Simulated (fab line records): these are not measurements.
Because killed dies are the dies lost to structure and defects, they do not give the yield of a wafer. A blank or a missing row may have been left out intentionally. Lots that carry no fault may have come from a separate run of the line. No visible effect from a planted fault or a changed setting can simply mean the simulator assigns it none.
What tool caused it? ; flow rit-cmos ; Sampling: 7 lots, 21 wafers, 2 of 202 route steps

== WHAT EACH GAUGE READ, for each wafer ==
RIT_CONTACT_THK_MEAS_01.
lot;measured;on;CONTACT_TEOS_THK (nm)
L893;day 3 18:51;film-metro-01;400 397 400
L895;day 4 02:48;film-metro-01;394 395 402
L897;day 4 14:37;film-metro-01;396 395 402
L900;day 5 06:20;film-metro-01;394 397 399
L902;day 5 16:58;film-metro-03;390 398 396
L911;day 7 13:17;film-metro-03;403 398 403
L914;day 8 02:25;film-metro-03;396 396 398

== EACH LOT AND THE TOOL THAT RAN IT (in order: tool; ch and the chambers of the sampled wafers; start) ==
lot;RIT_CONTACT_CVD_00
L893;pecvd-01 ch 0,1,2, day 3 18:47
L895;pecvd-03 ch 1,2, day 4 02:45
L897;pecvd-03 ch 0,1, day 4 14:34
L900;pecvd-03 ch 0,1,2, day 5 06:17
L902;pecvd-01 ch 0,1, day 5 16:54
L911;pecvd-01 ch 0,1,2, day 7 13:14
L914;pecvd-01 ch 0,1,2, day 8 02:22
- RIT_CONTACT_CVD_00: deposits SiO2 from TEOS, target thk 400 nm, time 61 s.

== THE ANSWER, worked out from the rows above alone ==
Rule: what is usual is taken from the lots themselves. Put in order of their means at a reading, lots are off if they are a third of the lots or fewer, leave a main group of 4 or more, and stand apart from it by a gap of 3 or more times the standard deviation of the main group's means; of several such gaps the widest counts. If all means in a main group match to the digits the tables above print for the reading, that group is not used. A lot without any number at a reading at which 4 lots or more have one is off too. All remaining lots with rows at the step are treated as sound.
No lot is off at any reading shown: from this, nothing can be told.

== WHAT THE SIMULATOR PUT IN ==
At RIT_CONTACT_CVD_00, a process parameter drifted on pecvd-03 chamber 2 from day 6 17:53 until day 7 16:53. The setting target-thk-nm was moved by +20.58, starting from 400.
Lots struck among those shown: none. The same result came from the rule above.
